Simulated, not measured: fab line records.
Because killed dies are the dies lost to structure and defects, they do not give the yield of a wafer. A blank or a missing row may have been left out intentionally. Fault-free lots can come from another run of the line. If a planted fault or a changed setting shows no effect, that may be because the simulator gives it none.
Lot-split experiment :: flow berkeleyCmos170 :: 23 wafers read across 5 lots, on a route 331 steps long

== THE SPLIT ==
At UCB170_GATE_CVD_04 (deposits poly-Si from SiH4, time 1440 s, target thk 214 nm), the setting timeS was moved away from the recipe's 1440 s on 15 of the 23 wafers read, by -6.5% to +7.2%. This setting was run at the recipe's value on the other wafers.

Split to reading: the file shows no intervening step.

== THE READING ==
GATE_POLY_THK (nm), taken at UCB170_GATE_THK_MEAS_05. Typical for fault-free wafers on this fab line: 213.8 nm, with standard deviation 2.2 nm.

wafer: L074.1
tool, chamber at the split: -, -
timeS as run, s: 1346
against the recipe: -6.5%
GATE_POLY_THK, nm: 205.0
against lot-mates on the recipe: no lot-mate on the recipe

wafer: L074.2
tool, chamber at the split: -, -
timeS as run, s: 1346
against the recipe: -6.5%
GATE_POLY_THK, nm: 203.9
against lot-mates on the recipe: no lot-mate on the recipe

wafer: L074.4
tool, chamber at the split: -, -
timeS as run, s: 1346
against the recipe: -6.5%
GATE_POLY_THK, nm: 205.3
against lot-mates on the recipe: no lot-mate on the recipe

wafer: L074.5
tool, chamber at the split: -, -
timeS as run, s: 1346
against the recipe: -6.5%
GATE_POLY_THK, nm: 204.9
against lot-mates on the recipe: no lot-mate on the recipe

wafer: L074.6
tool, chamber at the split: -, -
timeS as run, s: 1346
against the recipe: -6.5%
GATE_POLY_THK, nm: 204.0
against lot-mates on the recipe: no lot-mate on the recipe

wafer: L075.1
tool, chamber at the split: lpcvd-02, 0
timeS as run, s: 1440
against the recipe: recipe
GATE_POLY_THK, nm: 214.8
against lot-mates on the recipe: -

wafer: L075.3
tool, chamber at the split: lpcvd-02, 0
timeS as run, s: 1440
against the recipe: recipe
GATE_POLY_THK, nm: 214.8
against lot-mates on the recipe: -

wafer: L075.6
tool, chamber at the split: lpcvd-02, 0
timeS as run, s: 1440
against the recipe: recipe
GATE_POLY_THK, nm: 214.0
against lot-mates on the recipe: -

wafer: L078.1
tool, chamber at the split: -, -
timeS as run, s: 1544
against the recipe: +7.2%
GATE_POLY_THK, nm: 229.9
against lot-mates on the recipe: no lot-mate on the recipe

wafer: L078.3
tool, chamber at the split: -, -
timeS as run, s: 1544
against the recipe: +7.2%
GATE_POLY_THK, nm: 231.1
against lot-mates on the recipe: no lot-mate on the recipe

wafer: L078.4
tool, chamber at the split: -, -
timeS as run, s: 1544
against the recipe: +7.2%
GATE_POLY_THK, nm: 230.7
against lot-mates on the recipe: no lot-mate on the recipe

wafer: L078.5
tool, chamber at the split: -, -
timeS as run, s: 1544
against the recipe: +7.2%
GATE_POLY_THK, nm: 230.7
against lot-mates on the recipe: no lot-mate on the recipe

wafer: L078.6
tool, chamber at the split: -, -
timeS as run, s: 1544
against the recipe: +7.2%
GATE_POLY_THK, nm: 228.1
against lot-mates on the recipe: no lot-mate on the recipe

wafer: L079.1
tool, chamber at the split: -, -
timeS as run, s: 1533
against the recipe: +6.5%
GATE_POLY_THK, nm: 227.1
against lot-mates on the recipe: no lot-mate on the recipe

wafer: L079.2
tool, chamber at the split: -, -
timeS as run, s: 1533
against the recipe: +6.5%
GATE_POLY_THK, nm: 226.3
against lot-mates on the recipe: no lot-mate on the recipe

wafer: L079.4
tool, chamber at the split: -, -
timeS as run, s: 1533
against the recipe: +6.5%
GATE_POLY_THK, nm: 227.0
against lot-mates on the recipe: no lot-mate on the recipe

wafer: L079.5
tool, chamber at the split: -, -
timeS as run, s: 1533
against the recipe: +6.5%
GATE_POLY_THK, nm: 225.9
against lot-mates on the recipe: no lot-mate on the recipe

wafer: L079.6
tool, chamber at the split: -, -
timeS as run, s: 1533
against the recipe: +6.5%
GATE_POLY_THK, nm: 224.8
against lot-mates on the recipe: no lot-mate on the recipe

wafer: L081.2
tool, chamber at the split: -, -
timeS as run, s: 1440
against the recipe: recipe
GATE_POLY_THK, nm: 213.2
against lot-mates on the recipe: -

wafer: L081.3
tool, chamber at the split: -, -
timeS as run, s: 1440
against the recipe: recipe
GATE_POLY_THK, nm: 213.7
against lot-mates on the recipe: -

wafer: L081.4
tool, chamber at the split: -, -
timeS as run, s: 1440
against the recipe: recipe
GATE_POLY_THK, nm: 212.7
against lot-mates on the recipe: -

wafer: L081.5
tool, chamber at the split: -, -
timeS as run, s: 1440
against the recipe: recipe
GATE_POLY_THK, nm: 213.2
against lot-mates on the recipe: -

wafer: L081.6
tool, chamber at the split: -, -
timeS as run, s: 1440
against the recipe: recipe
GATE_POLY_THK, nm: 212.2
against lot-mates on the recipe: -

FIT RESULTS
A straight line over all 23 wafers: GATE_POLY_THK changes by +1.82 nm for each +1% of timeS; r = +0.98; the points scatter about the line by 1.8 nm.
Too few moved wafers have a lot-mate on the recipe to fit a line with each lot's own level taken away.

== THE WHOLE CHAIN: every reading that the file lists as answering this split, in the file's order ==
step: UCB170_GATE_CVD_04
what it does: deposits poly-Si from SiH4, time 1440 s, target thk 214 nm
reading: poly-Si_of_GATE_CVD_04.thkNm (the simulator's own value, which no gauge read)
change (the file's fit): +1.82 nm for each +1% of the setting
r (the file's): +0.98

step: UCB170_GATE_THK_MEAS_05
what it does: 
reading: GATE_POLY_THK
change (the file's fit): +1.82 for each +1% of the setting
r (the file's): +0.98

== FILE'S OWN FIT ==
GATE_POLY_THK changes by +1.82 nm for each +1% of timeS, r = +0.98.
